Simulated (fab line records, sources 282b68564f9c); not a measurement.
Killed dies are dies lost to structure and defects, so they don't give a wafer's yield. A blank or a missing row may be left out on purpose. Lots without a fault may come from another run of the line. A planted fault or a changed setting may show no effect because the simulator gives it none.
Which tool did it? | flow rit_cmos | 8 lots, 24 wafers sampled, at 2 steps of a route of 202

WHAT THE GAUGES READ, wafer by wafer
RIT_NWELL_OVL_MEAS_06.
lot  | measured    | on         | NWELL_OVL (nm)
L321 | day 2 06:26 | overlay-02 | -2.7 -2.4 -1.3
L323 | day 2 13:00 | overlay-02 | 0.2 -0.6 -2.0
L325 | day 2 23:47 | overlay-01 | -0.6 -0.9 -0.6
L328 | day 3 17:04 | overlay-02 | -180.6 -181.6 -181.3 -179.3 -180.7 -180.7
L331 | day 4 09:16 | overlay-02 | -181.2 -180.1 -178.9 -180.4 -179.4 -178.7
L334 | day 4 22:12 | overlay-02 | -1.8 0.2 -0.2
L339 | day 5 20:10 | overlay-02 | 0.0 0.4 0.6
L342 | day 6 15:19 | overlay-01 | -0.1 0.1 0.6

WHICH TOOL RAN EACH LOT (tool, then ch and the chambers of the sampled wafers, then the start)
lot  | RIT_NWELL_EXPOSE_03
L321 | iline_stepper-02 ch 0, day 2 06:01
L323 | iline_stepper-02 ch 0, day 2 12:34
L325 | iline_stepper-02 ch 0, day 2 23:22
L328 | iline_stepper-02 ch 0, day 3 16:40
L331 | iline_stepper-02 ch 0, day 4 08:51
L334 | iline_stepper-01 ch 0, day 4 21:47
L339 | iline_stepper-01 ch 0, day 5 19:44
L342 | iline_stepper-01 ch 0, day 6 14:53
- RIT_NWELL_EXPOSE_03: exposes mask M2, target cd 43900 nm.

THE ANSWER, worked out from the rows above alone
Rule: what is usual is taken from the lots themselves. Put in order of their means at a reading, lots are off if they are a third of the lots or fewer, leave a main group of 4 or more, and stand apart from it by a gap of 3 or more times the standard deviation of the main group's means; of several such gaps the widest counts. A main group whose means are all the same, to the digits that the tables above print for the reading, isn't used. A lot without any number at a reading at which 4 lots or more have one is off too. The other lots that the step has rows for count as sound.
Off: L328, L331, at RIT_NWELL_OVL_MEAS_06 (NWELL_OVL). The main group: mean -0.6 nm, standard deviation 0.81.
A tool fits if, at a process step before that reading, it ran every lot that is off, and no sound lot after the first of them. The gauges at RIT_NWELL_OVL_MEAS_06 are tried like those tools. One fits: iline_stepper-02 at RIT_NWELL_EXPOSE_03. Its last sound lot is L325 (day 2 23:22), its first lot that is off L328 (day 3 16:40): a fault that began between those two fits.

WHAT THE SIMULATOR HAD PUT IN
Scanner matching overlay: iline_stepper-02, from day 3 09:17 on, at RIT_NWELL_EXPOSE_03. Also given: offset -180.
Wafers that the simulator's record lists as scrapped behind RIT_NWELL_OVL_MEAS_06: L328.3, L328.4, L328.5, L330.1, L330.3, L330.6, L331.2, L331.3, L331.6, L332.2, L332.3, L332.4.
Lots struck among those shown: L328, L331. The rule above found the same.
